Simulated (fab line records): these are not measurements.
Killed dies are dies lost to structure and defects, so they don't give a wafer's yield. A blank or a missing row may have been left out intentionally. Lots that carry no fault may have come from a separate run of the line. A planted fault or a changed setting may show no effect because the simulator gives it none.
fab line records    flow ritCmos
record lots=14  wafers=42  lastDay=8
route steps=202 shown REOX@101
lots untouched by any fault: they come from a run of this same line in which no faults occurred
startH: hours from the record's first day to the start of the lot's first wafer shown    waitH: how many hours have passed since the lot's step before this one    " as in the row above    L1.1+2: one row covering several wafers at once    - no value, or no start was given    * or withheld: withheld    < > ~ a bound
route shown NAME@n: names a module that has steps shown in the file, with the first one's number in the route    usual: mean and standard deviation over wafers with no fault    same: alike in all rows    chamber/n: place in a boat    sites: each site's reading    _std_site: the values' standard deviation    _edge_site: outer sites' mean less inner sites'    radiusMm: for every site, how far away it sits from the centre of the wafer    mask NAME#n: copy n    behind: the tool/chamber that last shaped the wafer    hold: what put the lot on hold/how long, in hours/how the hold closed    device: transistor that didn't switch, given as n, p or np    end of line: the tests these same wafers got at the end of their route    a step with no rows: only its recipe    killed: at the first sort, the dies lost to defects and structure; wafer yield is something else    map: dies across one wafer; x = killed, . = not, _ = none there
set.NAME: the setting as run; set.NAME@STEP: as run at that earlier step    model.NAME: the simulator's own value behind a step, which no gauge read
route steps across a sampled set of lots; one table per step, one row per wafer
services: a tool's chamber out of use, with start hour (startH, from the record's first day; less than 0 if before it), hours out, and reason
## steps
# step RIT_REOX_OXIDATION_03
# recipe tempC=900  ambient=O2  targetThkA=252  oxTimeS=5580
# usual spikeTcCentreC=903.0/1.1  zonePowerCentrePct=42.6/2.3
lot.wafer  tool        chamber  startH  waitH  spikeTcCentreC  zonePowerCentrePct
L197.1     furnace-04  0        53.03   2.5    904.7           42.6
L197.3     "           0        "       "      903.8           43.5
L197.4     "           0        "       "      902.8           43.6
L198.3     furnace-04  0        53.03   0.9    903.4           43.3
L198.5     "           0        "       "      904.3           42.7
L198.6     "           0        "       "      903.6           43.1
L199.2     furnace-01  0        63.09   3.4    902.8           40.6
L199.5     "           0        "       "      902.9           40.7
L199.6     "           0        "       "      902.5           40.7
L200.3     furnace-01  0        70.85   0.3    902.2           40.2
L200.4     "           0        "       "      902.5           40.2
L200.6     "           0        "       "      902.8           39.9
L203.1     furnace-01  0        87.75   2.4    902.3           40.1
L203.2     "           0        "       "      901.8           40.2
L203.3     "           0        "       "      902.0           39.5
L204.1     furnace-03  0        89.97   2.0    902.1           45.3
L204.5     "           0        "       "      902.5           45.3
L204.6     "           0        "       "      902.6           44.7
L205.1     furnace-04  0        94.86   1.3    904.2           43.7
L205.2     "           0        "       "      902.5           43.1
L205.5     "           0        "       "      903.6           43.6
L208.3     furnace-01  0        103.98  1.0    899.9           39.7
L208.4     "           0        "       "      903.9           40.2
L208.5     "           0        "       "      901.3           39.9
L210.3     furnace-01  0        122.32  0.8    884.0           32.9
L210.4     "           0        "       "      883.0           32.9
L210.6     "           0        "       "      883.0           31.8
L211.2     furnace-03  0        123.99  0.1    902.4           45.4
L211.3     "           0        "       "      901.6           45.5
L211.6     "           0        "       "      903.1           45.5
L212.1     furnace-01  0        124.87  0.6    883.6           32.2
L212.4     "           0        "       "      882.4           32.1
L212.5     "           0        "       "      882.6           32.5
L213.2     furnace-04  0        143.09  1.7    904.2           43.4
L213.3     "           0        "       "      904.6           43.4
L213.6     "           0        "       "      904.0           43.5
L214.2     furnace-04  0        143.09  2.1    904.5           43.2
L214.5     "           0        "       "      902.2           42.6
L214.6     "           0        "       "      904.6           42.9
L219.2     furnace-04  0        176.35  1.6    902.1           42.7
L219.3     "           0        "       "      904.8           43.6
L219.5     "           0        "       "      903.9           44.1
## services
tool        chamber  startH  hours  kind
furnace-04  -        97.41   6.8    pm
furnace-03  -        138.93  3.1    pm
furnace-01  -        143.87  16.0   pm
furnace-01  -        159.84  3.8    pm
furnace-01  -        163.65  2.4    pm
## key
firstSign step=RIT_REOX_OXIDATION_03  reading=spikeTcCentreC  direction=down  sigmas=19  usual=903.0  struck=883.1
effect step=RIT_REOX_OXIDATION_03  reading=zonePowerCentrePct  direction=down  sigmas=4.5  usual=42.6  struck=32.4
metAt RIT_REOX_OXIDATION_03
struckLots L210,L212
testerLeftOut L210,L212
onsetBetween 103.98 122.32
fault kind=processParameterDrift  tool=furnace-01  chamber=-  onsetH=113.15  steps=RIT_REOX_OXIDATION_03  channel=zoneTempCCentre  offset=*  shape=step  endH=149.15
# testerLeftOut: of these lots the tester's yield and bins aren't shown, on N5 and GAA mostly nor the transistor test; their killed dies are dies lost to structure and defects alone, not to doping, threshold or leakage, so they don't give the yield
